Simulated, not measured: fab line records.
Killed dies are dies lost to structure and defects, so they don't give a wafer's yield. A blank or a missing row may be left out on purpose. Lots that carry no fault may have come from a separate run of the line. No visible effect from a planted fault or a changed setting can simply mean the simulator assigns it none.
Lot-split experiment    flow berkeleyCmos170    23 wafers read across 5 lots, on a route 331 steps long

ON THE SPLIT
At UCB170_M3_COAT_10 (resist thk 900 nm), the setting spinRpm was moved away from the recipe's 1500 rpm on 5 of the 23 wafers read, by -6.8% to -4.8%. The other wafers ran this setting at the recipe's value.

The reading comes from the split's own step.

THE READING
KrF_of_M3_COAT_10.thkNm (the simulator's own value, which no gauge read), in nm, at UCB170_M3_COAT_10 (resist thk 900 nm). No usual value for it is given in the file. The 18 wafers here that ran the recipe average 899.9 nm, standard deviation 1.7 nm.

wafer   tool, chamber at the split  spinRpm as run, rpm  against the recipe  KrF_of_M3_COAT_10.thkNm, nm  against lot-mates on the recipe
L076.1  lithoTrack-04, 0            1500                 recipe              901.5                        -
L076.2  lithoTrack-04, 0            1500                 recipe              899.3                        -
L076.4  lithoTrack-04, 0            1500                 recipe              899.4                        -
L076.5  lithoTrack-04, 0            1428                 -4.8%               920.3                        +20.2
L076.6  lithoTrack-04, 0            1428                 -4.8%               920.3                        +20.2
L078.1  lithoTrack-02, 0            1500                 recipe              902.2                        -
L078.3  lithoTrack-02, 0            1398                 -6.8%               932.9                        +31.4
L078.4  lithoTrack-02, 0            1500                 recipe              900.7                        -
L078.5  lithoTrack-02, 0            1398                 -6.8%               932.6                        +31.1
L078.6  lithoTrack-02, 0            1398                 -6.8%               931.6                        +30.1
L084.1  lithoTrack-02, 0            1500                 recipe              901.1                        -
L084.3  lithoTrack-02, 0            1500                 recipe              903                          -
L084.6  lithoTrack-02, 0            1500                 recipe              900.4                        -
L082.1  lithoTrack-04, 0            1500                 recipe              896.6                        -
L082.2  lithoTrack-04, 0            1500                 recipe              897.6                        -
L082.3  lithoTrack-04, 0            1500                 recipe              898.2                        -
L082.4  lithoTrack-04, 0            1500                 recipe              899.2                        -
L082.5  lithoTrack-04, 0            1500                 recipe              899.5                        -
L083.1  lithoTrack-02, 0            1500                 recipe              899.2                        -
L083.2  lithoTrack-02, 0            1500                 recipe              897.9                        -
L083.3  lithoTrack-02, 0            1500                 recipe              899.8                        -
L083.5  lithoTrack-02, 0            1500                 recipe              902.5                        -
L083.6  lithoTrack-02, 0            1500                 recipe              900.8                        -

FIT RESULTS
A straight line over all 23 wafers: KrF_of_M3_COAT_10.thkNm changes by -4.65 nm for each +1% of spinRpm; r = -0.99; the points scatter about the line by 1.7 nm.
The same after taking each lot's own level away (the mean of its wafers on the recipe; 23 wafers): -4.47 nm for each +1%; r = -0.99; scatter 1.2 nm.
That fit puts the effect of the largest move of spinRpm on the reading at 30 nm.
The span of the lots' own levels, 898.22 to 901.50 nm, comes to 1.9 times the standard deviation stated above.
The two slopes agree, so the slope changes little with the lot-to-lot level.
Check: with one of the wafers moved furthest among these (-6.8%) left out of the fit, the line predicts +30 nm for it against its lot-mates. It came out at +31.4 nm against them.

OTHER SPLITS APPLIED TO THESE WAFERS
Other splits were also applied to these wafers ahead of the reading. Each is held against what the fit with the lots' levels taken away leaves over:
other split on the same wafers     wafers away from the commonest value  r with KrF_of_M3_COAT_10.thkNm (lot level and that fit taken away)
UCB170_CONTACT_EXPOSE_12 doseMj    9                                     -0.02
UCB170_V1_ETCH_14 timeS            7                                     -0.09
UCB170_M2_PEB_13 pebTempC          7                                     -0.16
UCB170_M2_DEVELOP_14 developTimeS  3                                     -0.01

THE FILE'S OWN FIT
KrF_of_M3_COAT_10.thkNm changes by -4.44 nm for each +1% of spinRpm, r = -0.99.
